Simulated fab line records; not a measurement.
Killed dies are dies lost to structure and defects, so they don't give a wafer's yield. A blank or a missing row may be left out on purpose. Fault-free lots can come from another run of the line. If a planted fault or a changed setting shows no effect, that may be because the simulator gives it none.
Which of the tools did it? + flow rit cmos + 14 lots with 42 wafers sampled at 2 steps, on a route of 202 steps

WHAT EACH GAUGE READ, for each wafer
No reading from a measuring or inspecting step in the record can be judged against a usual standard deviation.

WHICH TOOL RAN EACH LOT (tool, then ch and the chambers of the sampled wafers, then the start)
| lot  | RIT_GATE_ETCH_19                | RIT_M1_PROBE_99        |
|------|---------------------------------|------------------------|
| L249 | rie si-01 ch 0,1,3, day 2 19:53 | prober-01, day 3 17:10 |
| L250 | rie si-02 ch 1,3, day 3 02:21   | prober-01, day 3 22:31 |
| L251 | rie si-01 ch 1,2, day 3 05:21   | prober-02, day 4 01:03 |
| L252 | rie si-02 ch 1,3, day 3 06:08   | prober-01, day 4 03:37 |
| L254 | rie si-02 ch 1,3, day 3 19:19   | prober-01, day 4 18:07 |
| L255 | rie si-01 ch 0,2, day 3 20:37   | prober-02, day 4 20:11 |
| L256 | rie si-02 ch 0,1,2, day 4 08:59 | prober-01, day 5 06:58 |
| L259 | rie si-01 ch 1,2,3, day 4 19:29 | prober-02, day 5 17:43 |
| L260 | rie si-02 ch 0,1, day 5 06:08   | prober-01, day 6 03:25 |
| L263 | rie si-01 ch 1,2, day 5 15:28   | prober-02, day 6 19:39 |
| L264 | rie si-02 ch 1,2,3, day 6 12:07 | prober-01, day 7 08:58 |
| L265 | rie si-01 ch 0,1,2, day 6 12:21 | prober-02, day 7 10:56 |
| L271 | rie si-02 ch 0,2,3, day 7 13:16 | prober-01, day 8 11:14 |
| L272 | rie si-02 ch 2,3, day 7 18:37   | prober-01, day 8 16:41 |
- RIT_GATE_ETCH_19: etches poly-Si in SF6/CHF3/O2, stops on SiO2, time 165 s, target depth 312.5 nm.
- RIT_M1_PROBE_99

WHAT THE TOOLS THEMSELVES READ (means of the sampled wafers that have a number; where no wafer has one, the mark that the record gives instead)
RIT_GATE_ETCH_19. Usual: drypump motor current A 5.91 A, standard deviation 0.3; oes product au 0.847 a.u., standard deviation 0.0099; throttle valve pct 10.24 %, standard deviation 0.16.
| lot  | tool      | drypump motor current A (A) | oes product au (a.u.) | throttle valve pct (%) | flag |
|------|-----------|-----------------------------|-----------------------|------------------------|------|
| L249 | rie si-01 | 5.84                        | 0.858                 | 10.25                  |      |
| L250 | rie si-02 | 5.89                        | 0.854                 | 10.25                  |      |
| L251 | rie si-01 | 6.03                        | 0.841                 | 10.15                  |      |
| L252 | rie si-02 | 5.88                        | 0.842                 | 10.26                  |      |
| L254 | rie si-02 | 5.88                        | 0.842                 | 10.25                  |      |
| L255 | rie si-01 | 6.19                        | 0.857                 | 10.36                  |      |
| L256 | rie si-02 | 5.94                        | 0.855                 | 10.25                  |      |
| L259 | rie si-01 | 5.87                        | 0.846                 | 10.16                  |      |
| L260 | rie si-02 | 5.68                        | 0.846                 | 10.31                  |      |
| L263 | rie si-01 | 6.07                        | 0.869                 | 10.16                  |      |
| L264 | rie si-02 | 5.99                        | 0.835                 | 10.20                  |      |
| L265 | rie si-01 | 6.04                        | 0.863                 | 10.25                  |      |
| L271 | rie si-02 | 5.81                        | 0.854                 | 10.21                  |      |
| L272 | rie si-02 | 5.82                        | 0.846                 | 10.16                  |      |

RIT_M1_PROBE_99. Usual: killed at contacts 0.0, standard deviation 0.2; killed at front end 7.0, standard deviation 2.8; killed dies 7.0, standard deviation 2.8; killed on rim 2.0, standard deviation 1.4; killed open 3.4, standard deviation 1.9; killed short 3.6, standard deviation 2.
| lot  | tool      | killed at contacts | killed at front end | killed dies | killed on rim | killed open | killed short | flag |
|------|-----------|--------------------|---------------------|-------------|---------------|-------------|--------------|------|
| L249 | prober-01 | 0.0                | 5.3                 | 5.3         | 2.0           | 2.7         | 2.7          |      |
| L250 | prober-01 | 0.0                | 3.3                 | 3.3         | 1.0           | 2.0         | 1.3          |      |
| L251 | prober-02 | 0.0                | 7.0                 | 7.0         | 1.3           | 2.7         | 4.3          |      |
| L252 | prober-01 | 0.0                | 7.7                 | 7.7         | 0.7           | 4.0         | 3.7          |      |
| L254 | prober-01 | 0.0                | 7.3                 | 7.3         | 2.7           | 3.0         | 4.3          |      |
| L255 | prober-02 | 0.0                | 5.7                 | 5.7         | 0.7           | 2.7         | 3.0          |      |
| L256 | prober-01 | 0.0                | 3.3                 | 3.3         | 1.3           | 1.0         | 2.3          |      |
| L259 | prober-02 | 0.0                | 6.3                 | 6.3         | 2.3           | 2.3         | 4.0          |      |
| L260 | prober-01 | 0.0                | 9.0                 | 9.0         | 2.7           | 4.3         | 4.7          |      |
| L263 | prober-02 | 0.3                | 8.7                 | 9.0         | 1.3           | 3.7         | 5.3          |      |
| L264 | prober-01 | 0.0                | 9.3                 | 9.3         | 2.3           | 3.7         | 5.7          |      |
| L265 | prober-02 | 0.0                | 5.3                 | 5.3         | 2.0           | 2.7         | 2.7          |      |
| L271 | prober-01 | 0.0                | 6.0                 | 6.0         | 1.7           | 2.3         | 3.7          |      |
| L272 | prober-01 | 0.0                | 4.3                 | 4.3         | 1.7           | 2.7         | 1.7          |      |

THE ANSWER, worked out from the rows above alone
Rule: a lot is off if the mean of its wafers that have a number lies more than 3 standard deviations from the usual mean. Also off: a lot with no number at a reading for which 4 or more lots have one. Any other lot the step has rows for is counted as sound. The gauges are gone through in route order, then the tools' own readings, and for those a lot's mean is taken as printed above. The first step at which some lot is off is used, and at that step the reading that is off furthest; a lot without a number counts as furthest.
None of the lots is off at any reading shown; this tells nothing.

WHAT THE SIMULATOR HAD INSERTED
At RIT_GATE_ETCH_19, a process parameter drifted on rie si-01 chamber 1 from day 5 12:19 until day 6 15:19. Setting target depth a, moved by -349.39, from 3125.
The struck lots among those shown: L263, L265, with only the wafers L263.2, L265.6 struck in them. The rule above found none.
